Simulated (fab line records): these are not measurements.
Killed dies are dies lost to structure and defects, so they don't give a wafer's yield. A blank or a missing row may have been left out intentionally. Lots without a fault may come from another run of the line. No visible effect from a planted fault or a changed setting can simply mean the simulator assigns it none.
fab line records | flow berkeleyCmos170
record lots=5 wafers=27
route steps=331 shown M3@327
startH: hours from the record's first day to the start of the lot's first wafer shown | waitH: time in hours since the lot's previous step | " unchanged from the row above | L1.1+2: one row covering several wafers at once | - value missing, or start not given | * or withheld: withheld | < > ~ a bound
route shown NAME@n: NAME is a module with steps in the file, n the number in the route of the first one | usual: mean/standard deviation taken from wafers without a fault | same: alike in all rows | chamber/n: place in a boat | sites: the reading at each site | _std_site: their standard deviation | _edge_site: the outer-site mean with the inner-site mean subtracted | radiusMm: for every site, how far away it sits from the centre of the wafer | mask NAME#n: copy n | behind: tool/chamber where the wafer was last shaped | hold: why the lot went on hold/how many hours it stayed there/how the hold came to an end | device: transistor that didn't switch, given as n, p or np | end of line: tests of these same wafers at the route's end | step lacking rows: just its recipe | killed: not the wafer's yield, but the dies lost to structure and defects at the first sort | map: the dies of a wafer, with x for killed, . for not killed, _ for no die there
set.NAME: the setting as run; set.NAME@STEP: as run at that earlier step | model.NAME: the simulator's own value behind a step, which no gauge read
lots whose settings were changed on purpose; a table a step, a row a wafer
## steps
# step UCB170_M3_METAL_ETCH_18
# recipe chemistry=Cl2/BCl3 target=Al stopOn=SiO2 pressureMtorr=12 targetDepthA=11700 overEtchFrac=0.3 timeS=195 icpW=600 biasW=120 Cl2_flow_sccm=90 bcl3FlowSccm=45
# columns lot.wafer tool chamber startH waitH set.timeS model.KrF_of_M3_COAT_10.thkNm model.SiO2_of_V2_CVD_00.thkNm
L077.1 rieMetal-03 0 179.62 - 195 218.9 938.1
L077.2 " 1 " " 195 219.7 937.8
L077.3 " 0 " " 145.9 390.4 952.6
L077.4 " 1 " " 145.9 379.4 953.1
L077.5 " 0 " " 195 229.3 939.3
L077.6 " 1 " " 145.9 386.7 954.4
L079.1 rieMetal-02 1 179.90 - 264.5 0 914.6
L079.2 " 1 " " 195 214.7 938.3
L079.3 " 1 " " 264.5 0 915
L079.4 " 1 " " 195 214.2 940
L079.5 " 1 " " 264.5 0 914.8
L079.6 " 1 " " 195 216.7 939.3
L081.1 rieMetal-03 1 196.27 - 195 210 938.1
L081.2 " 0 " " 195 219.8 938.1
L081.3 " 1 " " 195 206.9 937.2
L081.4 " 0 " " 195 222.1 938.8
L081.5 " 0 " " 195 219.7 936.7
L081.6 " 1 " " 195 205.1 937.2
L082.1 rieMetal-04 1 203.88 - 195 213.8 938.4
L082.4 " 1 " " 195 215.3 938.1
L082.6 " 0 " " 195 196.9 937.7
L084.1 rieMetal-02 0 205.55 - 195 203.2 939.5
L084.2 " 0 " " 195 214.8 938.8
L084.3 " 0 " " 195 216 938.8
L084.4 " 0 " " 195 212.5 938.6
L084.5 " 0 " " 195 212.3 938.3
L084.6 " 0 " " 195 213.8 939.6
# step UCB170_M3_STRIP_19
# recipe chemistry=O2 powerW=400 pressureMtorr=3500 platenTempC=withheld o2FlowSccm=400 overashFraction=0.5
# usual oesProductAu=0.542/0.0094
# columns lot.wafer tool chamber startH waitH set.timeS@M3_METAL_ETCH_18 oesProductAu
L077.1 plasmaAsher-03 1 179.81 0.1 195 0.554
L077.2 " 0 " " 195 0.548
L077.3 " 1 " " 145.9 0.723
L077.4 " 0 " " 145.9 0.708
L077.5 " 1 " " 195 0.556
L077.6 " 0 " " 145.9 0.721
L079.1 plasmaAsher-02 0 180.27 0.3 264.5 0.311
L079.2 " 1 " " 195 0.539
L079.3 " 1 " " 264.5 0.316
L079.4 " 0 " " 195 0.549
L079.5 " 0 " " 264.5 0.315
L079.6 " 1 " " 195 0.552
L081.1 plasmaAsher-02 0 196.45 0.1 195 0.540
L081.2 " 1 " " 195 0.549
L081.3 " 1 " " 195 0.546
L081.4 " 0 " " 195 0.566
L081.5 " 0 " " 195 0.543
L081.6 " 1 " " 195 0.540
L082.1 plasmaAsher-03 0 204.07 0.1 195 0.542
L082.4 " 1 " " 195 0.547
L082.6 " 0 " " 195 0.524
L084.1 plasmaAsher-01 0 205.92 0.3 195 0.533
L084.2 " 1 " " 195 0.553
L084.3 " 0 " " 195 0.542
L084.4 " 1 " " 195 0.542
L084.5 " 0 " " 195 0.535
L084.6 " 1 " " 195 0.548
# step UCB170_M3_CD_MEAS_90
# recipe targetCdNm=700
# usual cdNm=702/4
# columns lot.wafer tool chamber startH waitH set.timeS@M3_METAL_ETCH_18 cdNm
L077.1 cdSem-02 - 179.91 0.1 195 693
L077.2 " - " " 195 701
L077.3 " - " " 145.9 704
L077.4 " - " " 145.9 713
L077.5 " - " " 195 694
L077.6 " - " " 145.9 717
L079.1 cdSem-02 - 180.37 0.1 264.5 691
L079.2 " - " " 195 705
L079.3 " - " " 264.5 686
L079.4 " - " " 195 707
L079.5 " - " " 264.5 687
L079.6 " - " " 195 707
L081.1 cdSem-01 - 196.55 0.1 195 703
L081.2 " - " " 195 694
L081.3 " - " " 195 700
L081.4 " - " " 195 696
L081.5 " - " " 195 694
L081.6 " - " " 195 701
L082.1 cdSem-01 - 204.17 0.1 195 705
L082.4 " - " " 195 705
L082.6 " - " " 195 706
L084.1 cdSem-02 - 206.02 0.1 195 701
L084.2 " - " " 195 702
L084.3 " - " " 195 703
L084.4 " - " " 195 703
L084.5 " - " " 195 702
L084.6 " - " " 195 702
# step UCB170_M3_PROBE_99
# columns lot.wafer tool chamber startH waitH set.timeS@SPACER_CVD_00 model.etest.pldd.lineOhmUm model.etest.pldd.rsOhmSq model.etest.nldd.lineOhmUm
L077.1 prober-02 - 180.15 0.1 47 1909 1141 1289
L077.2 prober-02 - 180.20 0.1 64.2 1896 1134 1271
L077.3 prober-02 - 180.25 0.2 47 1854 1110 1284
L077.4 prober-02 - 180.30 0.2 64.2 1956 1147 1302
L077.5 prober-02 - 180.35 0.2 47 1863 1112 1254
L077.6 prober-02 - 180.40 0.2 64.2 1856 1134 1272
L079.4 prober-01 - 180.76 0.2 47 2231 1117 1482
L079.5 prober-01 - 180.81 0.2 47 2139 1090 1488
L079.6 prober-01 - 180.86 0.2 47 1995 1061 1447
L081.1 prober-02 - 196.79 0.1 47 1938 1104 1347
L081.2 prober-02 - 196.84 0.1 23.37 6.842 3.637 6.722
L081.3 prober-02 - 196.89 0.2 47 1961 1123 1374
L081.4 prober-02 - 196.94 0.2 47 1938 1111 1382
L081.6 prober-02 - 197.04 0.2 23.37 6.669 3.649 6.661
L082.4 prober-02 - 204.56 0.2 47 1834 1101 1314
L082.6 prober-02 - 204.66 0.2 47 1831 1122 1278
L084.1 prober-02 - 206.26 0.1 47 1974 1121 1372
L084.2 prober-02 - 206.31 0.1 33.98 163.5 92.26 158.6
L084.3 prober-02 - 206.36 0.2 33.98 157.6 89.06 144.2
L084.5 prober-02 - 206.46 0.2 47 1957 1112 1360
# killed by level:class
L082.4 SACOX:geometricParticle:open=1 PWELL:areaEtch=1
L082.6 SILICIDE:geometricParticle:short=1 V2:geometricParticle:short=1 M3:geometricParticle:short=1
## key
split step=UCB170_M3_METAL_ETCH_18 setting=timeS stated=195 by=wafer
response step=UCB170_M3_METAL_ETCH_18 reading=model.KrF_of_M3_COAT_10.thkNm change=-6.18 per=1% r=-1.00
response step=UCB170_M3_METAL_ETCH_18 reading=model.SiO2_of_V2_CVD_00.thkNm change=-0.655 per=1% r=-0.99
response step=UCB170_M3_STRIP_19 reading=oesProductAu change=-0.00654 per=1% r=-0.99
response step=UCB170_M3_CD_MEAS_90 reading=cdNm change=-0.542 per=1% r=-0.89
split outsideThisFile step=UCB170_SPACER_CVD_00 setting=timeS
# split outsideThisFile: this setting was split too, and the file shows its column; the key of that split is in another file
